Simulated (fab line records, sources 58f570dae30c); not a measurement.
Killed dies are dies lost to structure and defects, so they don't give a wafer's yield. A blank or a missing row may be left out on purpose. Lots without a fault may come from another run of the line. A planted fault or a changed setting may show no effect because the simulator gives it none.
Which tool did it? | flow berkeley_cmos170 | 7 lots, 21 wafers sampled, at 3 steps of a route of 331

WHAT THE GAUGES READ, wafer by wafer
UCB170_M3_CD_MEAS_90: target cd 700 nm.
lot  | measured     | on        | cd_nm (nm)
L533 | day 9 00:24  | cd_sem-02 | 701 698 702
L536 | day 9 06:35  | cd_sem-01 | 695 702 697
L538 | day 10 01:25 | cd_sem-01 | 700 701 706
L541 | day 10 15:24 | cd_sem-01 | 685 695 696
L546 | day 12 03:22 | cd_sem-02 | 691 680 691
L549 | day 12 15:17 | cd_sem-02 | 699 697 694
L552 | day 13 07:16 | cd_sem-02 | 702 699 702

WHICH TOOL RAN EACH LOT (tool, then ch and the chambers of the sampled wafers, then the start)
lot  | UCB170_M3_METAL_ETCH_18           | UCB170_M3_STRIP_19
L533 | rie_metal-01 ch 0, day 8 23:56    | plasma_asher-02 ch 0,1, day 9 00:18
L536 | rie_metal-03 ch 0,1, day 9 06:17  | plasma_asher-03 ch 0,1, day 9 06:29
L538 | rie_metal-03 ch 0,1, day 10 01:07 | plasma_asher-03 ch 0,1, day 10 01:18
L541 | rie_metal-03 ch 0,1, day 10 15:06 | plasma_asher-01 ch 0, day 10 15:17
L546 | rie_metal-03 ch 0,1, day 12 03:04 | plasma_asher-01 ch 0,1, day 12 03:15
L549 | rie_metal-02 ch 0,1, day 12 15:01 | plasma_asher-02 ch 0,1, day 12 15:11
L552 | rie_metal-02 ch 0,1, day 13 06:58 | plasma_asher-02 ch 0,1, day 13 07:10
- UCB170_M3_METAL_ETCH_18: etches Al in Cl2/BCl3, stops on SiO2, target depth 1170 nm, time 195 s.
- UCB170_M3_STRIP_19: strips in O2.

THE ANSWER, worked out from the rows above alone
Rule: what is usual is taken from the lots themselves. Put in order of their means at a reading, lots are off if they are a third of the lots or fewer, leave a main group of 4 or more, and stand apart from it by a gap of 3 or more times the standard deviation of the main group's means; of several such gaps the widest counts. A main group whose means are all the same, to the digits that the tables above print for the reading, isn't used. A lot without any number at a reading at which 4 lots or more have one is off too. The other lots that the step has rows for count as sound.
No lot is off at any reading shown: from this, nothing can be told.

WHAT THE SIMULATOR HAD PUT IN
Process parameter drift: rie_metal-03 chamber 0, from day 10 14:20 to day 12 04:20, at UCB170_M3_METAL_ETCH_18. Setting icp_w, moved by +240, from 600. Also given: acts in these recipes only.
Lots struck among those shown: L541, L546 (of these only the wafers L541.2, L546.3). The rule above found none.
